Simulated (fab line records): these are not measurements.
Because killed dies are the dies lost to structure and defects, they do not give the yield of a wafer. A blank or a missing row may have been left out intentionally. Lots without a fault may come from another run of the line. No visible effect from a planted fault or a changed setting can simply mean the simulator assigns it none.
fab line records	flow rit-cmos	part 1 of 2: steps 1 to 31 of 46
record: lots: 5	wafers: 15	last-day: 7
route steps=202 shown GATE@75 FOX2@80 REOX@98 NLDD@103 PLDD@114
lots that met no fault: from a run of the same line without faults
start-h: start of the lot's first displayed wafer, in hours after the record's first day	wait-h: hours from the lot's prior step to this one	" the same as in the row above	L1.1+2: a single row standing in for several wafers	- either no value or no given start	* or withheld: withheld	< > ~ a bound
route shown NAME@n: names a module that has steps shown in the file, with the first one's number in the route	usual: mean and standard deviation over wafers with no fault	same: alike in all rows	chamber/n: place in a boat	sites: each site's reading	_std_site: standard deviation across them	_edge_site: outer sites' mean less inner sites'	radius-mm: for every site, how far away it sits from the centre of the wafer	mask NAME#n: copy n	behind: tool/chamber where the wafer was last shaped	hold: the reason the lot was held/the length of the hold in hours/how it ended	device: the transistor (n, p or np) that didn't switch	end of line: the tests these same wafers got at the end of their route	a step with no rows: only its recipe	killed: count of dies lost to structure and defects at first sort (not the wafer's yield)	map: dies across one wafer; x = killed, . = not, _ = none there
set.NAME: the setting as run; set.NAME@STEP: as run at that earlier step	model.NAME: the simulator's own value behind a step, which no gauge read
lots at selected steps of the route; one table per step, one row per wafer
services: the hour from which a tool's chamber was out of use, counted from the record's first day as start-h (under 0 if before that day), plus the number of hours and why
== steps ==
step: RIT_GATE_WET_ETCH_00
recipe: chemistry: BOE	target: SiO2	target-depth-nm: 56	time-s: 60	dry: n2-spin	dilution: 10:1	temp-c: 21.5
lot.wafer	tool	chamber	start-h	wait-h
L077.2+3+4	wet-bench-02	2	47.28	0.0
L090.2+3+5	wet-bench-02	1	112.66	0.0
L092.1+2+3	wet-bench-02	3	123.01	0.1
L094.3+4+5	wet-bench-03	0	131.46	0.0
L095.2+4+5	wet-bench-02	1	137.81	0.0
step: RIT_GATE_CLEAN_01
recipe: chemistry: SC1	mix: 3:3:50	time-s: 600	temp-c: 75
lot.wafer	tool	chamber	start-h	wait-h
L077.2+3+4	wet-bench-03	0	47.30	0.0
L090.2+3+5	wet-bench-03	2	112.69	0.0
L092.1+2+3	wet-bench-04	1	123.04	0.0
L094.3+4+5	wet-bench-02	1	131.49	0.0
L095.2+4+5	wet-bench-04	2	137.84	0.0
step: RIT_GATE_CLEAN_02
recipe: chemistry: dHF	dilution: 50:1	time-s: 30
lot.wafer	tool	chamber	start-h	wait-h
L077.2+3+4	wet-bench-02	0	47.49	0.0
L090.2+3+5	wet-bench-04	2	112.86	0.0
L092.1+2+3	wet-bench-03	2	123.21	0.0
L094.3+4+5	wet-bench-04	1	131.66	0.0
L095.2+4+5	wet-bench-02	3	138.03	0.0
step: RIT_GATE_CLEAN_03
recipe: chemistry: SC2	mix: 3:3:50	time-s: 600	temp-c: 75	dry: n2-spin
lot.wafer	tool	chamber	start-h	wait-h
L077.2+3+4	wet-bench-04	2	47.51	0.0
L090.2+3+5	wet-bench-02	1	112.88	0.0
L092.1+2+3	wet-bench-02	1	123.23	0.0
L094.3+4+5	wet-bench-03	1	131.68	0.0
L095.2+4+5	wet-bench-04	1	138.04	0.0
step: RIT_GATE_CLEAN_04
recipe: chemistry: dHF	dilution: 50:1	time-s: 60	dry: n2-spin
lot.wafer	tool	chamber	start-h	wait-h
L077.2+3+4	wet-bench-02	2	47.70	0.0
L090.2+3+5	wet-bench-03	2	113.07	0.0
L092.1+2+3	wet-bench-04	2	123.42	0.0
L094.3+4+5	wet-bench-02	3	131.85	0.0
L095.2+4+5	wet-bench-03	1	138.23	0.0
step: RIT_FOX2_THK_MEAS_91
recipe: reads: SiO2_of_FOX2_OXIDATION_00
usual: FIELD_OXIDE_LEFT_2_THK: 255/6.3
lot.wafer	tool	chamber	start-h	wait-h	FIELD_OXIDE_LEFT_2_THK[nm]
L077.2	film-metro-03	-	47.74	0.0	258
L077.3	"	-	"	"	261
L077.4	"	-	"	"	261
L090.2	film-metro-03	-	113.11	0.0	260
L090.3	"	-	"	"	252
L090.5	"	-	"	"	250
L092.1	film-metro-01	-	123.44	0.0	250
L092.2	"	-	"	"	247
L092.3	"	-	"	"	248
L094.3	film-metro-03	-	131.90	0.0	246
L094.4	"	-	"	"	243
L094.5	"	-	"	"	246
L095.2	film-metro-02	-	138.27	0.0	259
L095.4	"	-	"	"	266
L095.5	"	-	"	"	265
step: RIT_GATE_OXIDATION_05
recipe: temp-c: 900	ambient: O2	target-thk-a: 30	ox-time-s: 270
usual: ox-temp-c-max: 903.6/1.8	tube-center-temp-C: 900/0.081	zone-power-load-pct: 23.8/1.9
lot.wafer	tool	chamber	start-h	wait-h	ox-temp-c-max	tube-center-temp-C	zone-power-load-pct
L077.2	furnace-03	0	47.79	0.0	903.1	900.02	25.7
L077.3	"	0	"	"	902.2	899.99	25.9
L077.4	"	0	"	"	902.0	899.88	25.5
L090.2	furnace-03	0	113.16	0.0	902.0	900.07	25.8
L090.3	"	0	"	"	901.8	899.98	26.0
L090.5	"	0	"	"	902.2	900.08	25.4
L092.1	furnace-03	0	123.50	0.1	902.1	900.06	26.7
L092.2	"	0	"	"	902.8	900.22	25.9
L092.3	"	0	"	"	902.5	899.94	25.6
L094.3	furnace-04	0	132.58	0.7	902.8	899.99	21.5
L094.4	"	0	"	"	902.9	900.27	21.5
L094.5	"	0	"	"	903.1	900.02	21.4
L095.2	furnace-04	0	138.32	0.0	902.4	899.88	21.2
L095.4	"	0	"	"	903.2	900.04	21.8
L095.5	"	0	"	"	902.2	900.08	21.5
step: RIT_GATE_ANNEAL_06
recipe: temp-c: 900	time-s: 600	ambient: N2O
usual: tube-center-temp-C: 900.01/0.091	zone-power-load-pct: 23.6/2
lot.wafer	tool	chamber	start-h	wait-h	tube-center-temp-C	zone-power-load-pct
L077.2	furnace-04	0	48.86	0.0	900.02	21.8
L077.3	"	0	"	"	900.11	21.5
L077.4	"	0	"	"	899.93	21.8
L090.2	furnace-04	0	114.23	0.0	900.03	21.7
L090.3	"	0	"	"	900.12	21.5
L090.5	"	0	"	"	900.03	21.6
L092.1	furnace-03	0	124.58	0.0	899.96	25.5
L092.2	"	0	"	"	900.02	25.9
L092.3	"	0	"	"	900.06	25.7
L094.3	furnace-02	0	133.65	0.0	900.02	24.8
L094.4	"	0	"	"	899.96	25.2
L094.5	"	0	"	"	900	25.2
L095.2	furnace-03	0	139.39	0.0	900.01	25.3
L095.4	"	0	"	"	900.08	25.4
L095.5	"	0	"	"	899.98	25.8
step: RIT_GATE_THK_MEAS_07
recipe: reads: SiO2_of_GATE_OXIDATION_05
usual: GATE_OXIDE_THK: 3.03/0.06
lot.wafer	tool	chamber	start-h	wait-h	GATE_OXIDE_THK[nm]
L077.2	film-metro-01	-	49.12	0.0	2.91
L077.3	"	-	"	"	2.95
L077.4	"	-	"	"	2.87
L090.2	film-metro-02	-	114.49	0.0	3.06
L090.3	"	-	"	"	3.07
L090.5	"	-	"	"	3.04
L092.1	film-metro-03	-	124.83	0.0	3.04
L092.2	"	-	"	"	3.12
L092.3	"	-	"	"	3.12
L094.3	film-metro-03	-	133.92	0.0	3.08
L094.4	"	-	"	"	3.03
L094.5	"	-	"	"	2.98
L095.2	film-metro-01	-	139.65	0.0	3.06
L095.4	"	-	"	"	3.11
L095.5	"	-	"	"	3.14
step: RIT_GATE_CVD_08
recipe: material: poly-Si	target-thk-nm: 250	temp-c: 610	precursor: SiH4	time-s: 2220	pressure-mtorr: 300	sih4-flow-sccm: 96.44
usual: zone-power-load-pct: 10.7/0.96
lot.wafer	tool	chamber	start-h	wait-h	zone-power-load-pct
L077.2	lpcvd-02	1	49.17	0.0	11.5
L077.3	"	1	"	"	11.5
L077.4	"	1	"	"	11.4
L090.2	lpcvd-02	0	114.54	0.0	9.5
L090.3	"	0	"	"	9.4
L090.5	"	0	"	"	9.3
L092.1	lpcvd-01	0	124.89	0.1	10.7
L092.2	"	0	"	"	10.8
L092.3	"	0	"	"	10.7
L094.3	lpcvd-02	0	133.96	0.0	9.3
L094.4	"	0	"	"	9.4
L094.5	"	0	"	"	9.5
L095.2	lpcvd-02	1	139.70	0.0	11.4
L095.4	"	1	"	"	11.1
L095.5	"	1	"	"	11.4
step: RIT_GATE_THK_MEAS_09
recipe: reads: poly-Si_of_GATE_CVD_08
usual: GATE_POLY_THK: 240.5/2.4
lot.wafer	tool	chamber	start-h	wait-h	GATE_POLY_THK[nm]
L077.2	film-metro-02	-	50.80	0.0	238.9
L077.3	"	-	"	"	239.7
L077.4	"	-	"	"	242.7
L090.2	film-metro-03	-	116.17	0.0	237.7
L090.3	"	-	"	"	238.7
L090.5	"	-	"	"	239.7
L092.1	film-metro-02	-	126.51	0.0	240.4
L092.2	"	-	"	"	240.6
L092.3	"	-	"	"	239.0
L094.3	film-metro-01	-	135.60	0.0	237.5
L094.4	"	-	"	"	238.9
L094.5	"	-	"	"	238.8
L095.2	film-metro-02	-	141.33	0.0	241.5
L095.4	"	-	"	"	241.1
L095.5	"	-	"	"	242.2
step: RIT_GATE_HMDS_10
recipe: prime-time-s: 60	prime-temp-c: 140
same: prime-time-s: 60
lot.wafer	tool	chamber	start-h	wait-h
L077.2+3+4	litho-track-03	0	50.87	0.1
L090.2+3+5	litho-track-02	0	116.24	0.1
L092.1+2+3	litho-track-02	0	126.57	0.1
L094.3+4+5	litho-track-02	0	135.69	0.1
L095.2+4+5	litho-track-04	0	141.41	0.1
step: RIT_GATE_COAT_11
recipe: resist: NOVOLAK	spin-rpm: 4250	resist-thk-nm: 850
usual: dispense-pressure-kPa: 46/4.7
lot.wafer	tool	chamber	start-h	wait-h	dispense-pressure-kPa
L077.2	litho-track-03	0	51.02	0.1	43
L077.3	"	0	"	"	43
L077.4	"	0	"	"	43
L090.2	litho-track-02	0	116.39	0.1	52
L090.3	"	0	"	"	52
L090.5	"	0	"	"	52
L092.1	litho-track-02	0	126.72	0.1	52
L092.2	"	0	"	"	52
L092.3	"	0	"	"	52
L094.3	litho-track-02	0	135.84	0.1	52
L094.4	"	0	"	"	52
L094.5	"	0	"	"	52
L095.2	litho-track-04	0	141.56	0.1	42
L095.4	"	0	"	"	42
L095.5	"	0	"	"	42
step: RIT_GATE_SOFTBAKE_12
recipe: resist: NOVOLAK	temp-c: 90	time-s: 60
lot.wafer	tool	chamber	start-h	wait-h
L077.2+3+4	litho-track-03	0	51.17	0.1
L090.2+3+5	litho-track-02	0	116.54	0.1
L092.1+2+3	litho-track-02	0	126.87	0.1
L094.3+4+5	litho-track-02	0	135.99	0.1
L095.2+4+5	litho-track-04	0	141.71	0.1
step: RIT_GATE_EXPOSE_13
recipe: mask-id: M6	na: 0.6	source-shape: conventional	sigma-outer: 0.6	target-cd-nm: 150	dose-mj: 387.8
usual: focus-offset-nm: 0.0/0.5
lot.wafer	tool	chamber	start-h	wait-h	mask	focus-offset-nm
L077.2	iline-stepper-01	0	51.44	0.2	M6#0	0.3
L077.3	"	0	"	"	M6#0	0.8
L077.4	"	0	"	"	M6#0	0.5
L090.2	iline-stepper-01	0	116.69	0.1	M6#0	-1.6
L090.3	"	0	"	"	M6#0	-0.6
L090.5	"	0	"	"	M6#0	-0.4
L092.1	iline-stepper-02	0	127.02	0.1	M6#0	0.0
L092.2	"	0	"	"	M6#0	0.4
L092.3	"	0	"	"	M6#0	-0.6
L094.3	iline-stepper-02	0	136.13	0.1	M6#0	0.2
L094.4	"	0	"	"	M6#0	0.8
L094.5	"	0	"	"	M6#0	-0.4
L095.2	iline-stepper-01	0	141.98	0.2	M6#0	-0.5
L095.4	"	0	"	"	M6#0	0.4
L095.5	"	0	"	"	M6#0	-0.4
step: RIT_GATE_PEB_14
recipe: resist: NOVOLAK	temp-c: withheld	time-s: withheld
lot.wafer	tool	chamber	start-h	wait-h
L077.2+3+4	litho-track-03	0	51.57	0.1
L090.2+3+5	litho-track-03	0	116.97	0.3
L092.1+2+3	litho-track-02	0	127.13	0.1
L094.3+4+5	litho-track-04	0	136.26	0.1
L095.2+4+5	litho-track-02	0	142.14	0.1
step: RIT_GATE_DEVELOP_15
recipe: resist: NOVOLAK	develop-time-s: 50	dev-temp-c: 23
same: develop-time-s: 50
lot.wafer	tool	chamber	start-h	wait-h
L077.2+3+4	litho-track-03	0	-	-
L090.2+3+5	litho-track-03	0	-	-
L092.1+2+3	litho-track-02	0	-	-
L094.3+4+5	litho-track-04	0	-	-
L095.2+4+5	litho-track-02	0	-	-
step: RIT_GATE_CD_MEAS_16
recipe: target-cd-nm: 150
usual: cd-nm: 149.2/2.3
lot.wafer	tool	chamber	start-h	wait-h	cd-nm
L077.2	cd-sem-01	-	51.84	-	147.8
L077.3	"	-	"	"	147.6
L077.4	"	-	"	"	145.8
L090.2	cd-sem-02	-	117.25	-	148.2
L090.3	"	-	"	"	148.6
L090.5	"	-	"	"	148.7
L092.1	cd-sem-02	-	127.42	-	147.5
L092.2	"	-	"	"	147.8
L092.3	"	-	"	"	148.4
L094.3	cd-sem-01	-	136.53	-	150.9
L094.4	"	-	"	"	149.4
L094.5	"	-	"	"	148.4
L095.2	cd-sem-02	-	142.41	-	151.9
L095.4	"	-	"	"	150.7
L095.5	"	-	"	"	151.3
step: RIT_GATE_OVL_MEAS_17
usual: GATE_OVL: 0.6/1.4
lot.wafer	tool	chamber	start-h	wait-h	GATE_OVL[nm]
L077.2	overlay-01	-	51.95	0.1	1.9
L077.3	"	-	"	"	1.8
L077.4	"	-	"	"	1.4
L090.2	overlay-01	-	117.36	0.1	1.0
L090.3	"	-	"	"	0.1
L090.5	"	-	"	"	1.5
L092.1	overlay-01	-	127.54	0.1	0.5
L092.2	"	-	"	"	0.2
L092.3	"	-	"	"	-1.3
L094.3	overlay-01	-	136.62	0.1	1.5
L094.4	"	-	"	"	0.2
L094.5	"	-	"	"	1.4
L095.2	overlay-02	-	142.52	0.1	-2.7
L095.4	"	-	"	"	-1.5
L095.5	"	-	"	"	-1.2
step: RIT_GATE_HARDBAKE_18
recipe: resist: NOVOLAK	temp-c: 140	time-s: 60
lot.wafer	tool	chamber	start-h	wait-h
L077.2+3+4	litho-track-04	0	52.00	0.0
L090.2+3+5	litho-track-02	0	117.41	0.0
L092.1+2+3	litho-track-02	0	127.57	0.0
L094.3+4+5	litho-track-04	0	136.70	0.1
L095.2+4+5	litho-track-02	0	142.57	0.0
step: RIT_GATE_ETCH_19
recipe: chemistry: SF6/CHF3/O2	time-s: 165	SF6_flow_sccm: 30	CHF3_flow_sccm: 30	O2_flow_sccm: 5	target: poly-Si	pressure-mtorr: 40	rf-w: 160	target-depth-a: 3125	over-etch-frac: 0.25	stop-on: SiO2
usual: drypump-motor-current-A: 5.6/0.53	oes-product-au: 0.818/0.015	throttle-valve-pct: 10.20/0.11
lot.wafer	tool	chamber	start-h	wait-h	drypump-motor-current-A	oes-product-au	rf-hours-counter-h	throttle-valve-pct
L077.2	rie-si-01	3	52.13	0.1	5.6	0.811	0	10.25
L077.3	"	0	"	"	4.7	0.811	3	10.09
L077.4	"	1	"	"	5.8	0.808	29	10.18
L090.2	rie-si-02	0	117.54	0.1	5.6	0.799	123	10.10
L090.3	"	1	"	"	5.0	0.819	26	10.16
L090.5	"	0	"	"	5.6	0.795	-	10.09
L092.1	rie-si-02	0	127.72	0.1	5.6	0.805	123	10.08
L092.2	"	1	"	"	4.9	0.819	26	10.14
L092.3	"	3	"	"	5.7	0.817	138	10.25
L094.3	rie-si-02	1	136.80	0.1	5.0	0.817	26	10.15
L094.4	"	0	"	"	5.6	0.801	123	10.10
L094.5	"	0	"	"	5.6	0.803	-	10.09
L095.2	rie-si-01	0	142.70	0.1	4.7	0.825	4	10.10
L095.4	"	1	"	"	5.8	0.811	30	10.19
L095.5	"	3	"	"	5.6	0.815	-	10.26
step: RIT_GATE_STRIP_20
recipe: chemistry: O2	time-s: 180	resist: NOVOLAK	platen-temp-c: withheld	power-w: 500	pressure-mtorr: 4000	o2-flow-sccm: 4000
usual: drypump-motor-current-A: 5.5/0.6
lot.wafer	tool	chamber	start-h	wait-h	drypump-motor-current-A	rf-hours-counter-h
L077.2	plasma-asher-01	0	52.24	0.1	6.5	41
L077.3	"	0	"	"	6.4	-
L077.4	"	1	"	"	5.2	-
L090.2	plasma-asher-04	0	117.65	0.1	5.9	45
L090.3	"	0	"	"	5.9	-
L090.5	"	1	"	"	6.4	-
L092.1	plasma-asher-01	1	127.83	0.1	5.2	1
L092.2	"	0	"	"	6.4	1
L092.3	"	1	"	"	5.2	-
L094.3	plasma-asher-01	1	136.96	0.1	5.2	-
L094.4	"	0	"	"	6.4	-
L094.5	"	0	"	"	6.4	-
L095.2	plasma-asher-01	1	142.81	0.1	5.2	3
L095.4	"	0	"	"	6.4	-
L095.5	"	1	"	"	5.1	-
step: RIT_GATE_CD_MEAS_90
recipe: target-cd-nm: 150
usual: cd-nm: 149.3/2.4
lot.wafer	tool	chamber	start-h	wait-h	cd-nm
L077.2	cd-sem-01	-	52.43	0.1	148.2
L077.3	"	-	"	"	147.3
L077.4	"	-	"	"	145.4
L090.2	cd-sem-02	-	117.84	0.1	148.4
L090.3	"	-	"	"	148.5
L090.5	"	-	"	"	148.6
L092.1	cd-sem-01	-	128.01	0.1	147.2
L092.2	"	-	"	"	147.9
L092.3	"	-	"	"	148.7
L094.3	cd-sem-01	-	137.12	0.1	150.9
L094.4	"	-	"	"	149.5
L094.5	"	-	"	"	149.1
L095.2	cd-sem-01	-	143.00	0.1	152.0
L095.4	"	-	"	"	150.7
L095.5	"	-	"	"	151.3
step: RIT_REOX_CLEAN_00
recipe: chemistry: SC1	mix: 3:3:50	time-s: 600	temp-c: 75
lot.wafer	tool	chamber	start-h	wait-h
L077.2+3+4	wet-bench-01	1	52.53	0.1
L090.2+3+5	wet-bench-01	3	117.94	0.1
L092.1+2+3	wet-bench-01	1	128.13	0.1
L094.3+4+5	wet-bench-04	2	137.20	0.1
L095.2+4+5	wet-bench-04	3	143.10	0.1
step: RIT_REOX_CLEAN_01
recipe: chemistry: dHF	dilution: 50:1	time-s: 30
lot.wafer	tool	chamber	start-h	wait-h
L077.2+3+4	wet-bench-03	0	52.71	0.0
L090.2+3+5	wet-bench-04	1	118.12	0.0
L092.1+2+3	wet-bench-04	0	128.30	0.0
L094.3+4+5	wet-bench-01	1	137.39	0.0
L095.2+4+5	wet-bench-01	1	143.28	0.0
step: RIT_REOX_CLEAN_02
recipe: chemistry: SC2	mix: 3:3:50	time-s: 600	temp-c: 75	dry: n2-spin
lot.wafer	tool	chamber	start-h	wait-h
L077.2+3+4	wet-bench-04	2	52.73	0.0
L090.2+3+5	wet-bench-01	1	118.13	0.0
L092.1+2+3	wet-bench-03	1	128.32	0.0
L094.3+4+5	wet-bench-03	3	137.41	0.0
L095.2+4+5	wet-bench-04	3	143.30	0.0
step: RIT_REOX_OXIDATION_03
recipe: temp-c: 900	ambient: O2	target-thk-a: 252	ox-time-s: 5580
usual: ox-temp-c-max: 903.9/1.3	tube-center-temp-C: 900.01/0.091	zone-power-load-pct: 23.7/1.3
lot.wafer	tool	chamber	start-h	wait-h	ox-temp-c-max	tube-center-temp-C	zone-power-load-pct
L077.2	furnace-02	0	52.92	0.0	905.2	899.94	24.9
L077.3	"	0	"	"	905.6	899.84	25.0
L077.4	"	0	"	"	905.4	900.10	24.7
L090.2	furnace-04	0	118.44	0.1	902.7	899.89	21.4
L090.3	"	0	"	"	902.4	900.06	22.0
L090.5	"	0	"	"	903.1	899.94	21.7
L092.1	furnace-02	0	128.55	0.1	905.7	899.99	24.7
L092.2	"	0	"	"	907.1	899.90	24.6
L092.3	"	0	"	"	906.4	900.20	25.0
L094.3	furnace-01	0	137.58	0.0	903.8	900.21	23.9
L094.4	"	0	"	"	903.3	900.04	24.0
L094.5	"	0	"	"	903.3	899.96	24.2
L095.2	furnace-01	0	143.47	0.0	903.2	899.93	24.2
L095.4	"	0	"	"	903.8	900.04	24.2
L095.5	"	0	"	"	903.3	899.94	23.7
step: RIT_REOX_THK_MEAS_04
recipe: reads: SiO2_of_REOX_OXIDATION_03
usual: REOX_OXIDE_THK: 25.2/0.43
lot.wafer	tool	chamber	start-h	wait-h	REOX_OXIDE_THK[nm]
L077.2	film-metro-01	-	55.48	0.0	25.0
L077.3	"	-	"	"	25.1
L077.4	"	-	"	"	25.1
L090.2	film-metro-03	-	121.00	0.0	25.4
L090.3	"	-	"	"	25.4
L090.5	"	-	"	"	26.0
L092.1	film-metro-03	-	131.10	0.0	25.9
L092.2	"	-	"	"	25.6
L092.3	"	-	"	"	26.1
L094.3	film-metro-04	-	140.15	0.0	25.0
L094.4	"	-	"	"	25.1
L094.5	"	-	"	"	25.4
L095.2	film-metro-04	-	146.03	0.0	24.8
L095.4	"	-	"	"	24.6
L095.5	"	-	"	"	24.7
step: RIT_NLDD_HMDS_00
recipe: prime-time-s: 60	prime-temp-c: 140
same: prime-time-s: 60
lot.wafer	tool	chamber	start-h	wait-h
L077.2+3+4	litho-track-04	0	55.55	0.1
L090.2+3+5	litho-track-02	0	121.08	0.1
L092.1+2+3	litho-track-01	0	131.16	0.1
L094.3+4+5	litho-track-02	0	140.24	0.1
L095.2+4+5	litho-track-02	0	146.11	0.1
step: RIT_NLDD_COAT_01
recipe: resist: NOVOLAK	spin-rpm: 3250	resist-thk-nm: 1000
usual: dispense-pressure-kPa: 51/4.8
lot.wafer	tool	chamber	start-h	wait-h	dispense-pressure-kPa
L077.2	litho-track-04	0	55.70	0.1	42
L077.3	"	0	"	"	42
L077.4	"	0	"	"	42
L090.2	litho-track-02	0	121.23	0.1	52
L090.3	"	0	"	"	52
L090.5	"	0	"	"	52
L092.1	litho-track-01	0	131.31	0.1	56
L092.2	"	0	"	"	56
L092.3	"	0	"	"	56
L094.3	litho-track-02	0	140.39	0.1	52
L094.4	"	0	"	"	52
L094.5	"	0	"	"	52
L095.2	litho-track-02	0	146.26	0.1	52
L095.4	"	0	"	"	52
L095.5	"	0	"	"	52
step: RIT_NLDD_SOFTBAKE_02
recipe: resist: NOVOLAK	temp-c: 90	time-s: 60
lot.wafer	tool	chamber	start-h	wait-h
L077.2+3+4	litho-track-04	0	55.85	0.1
L090.2+3+5	litho-track-02	0	121.38	0.1
L092.1+2+3	litho-track-01	0	131.46	0.1
L094.3+4+5	litho-track-02	0	140.54	0.1
L095.2+4+5	litho-track-02	0	146.41	0.1
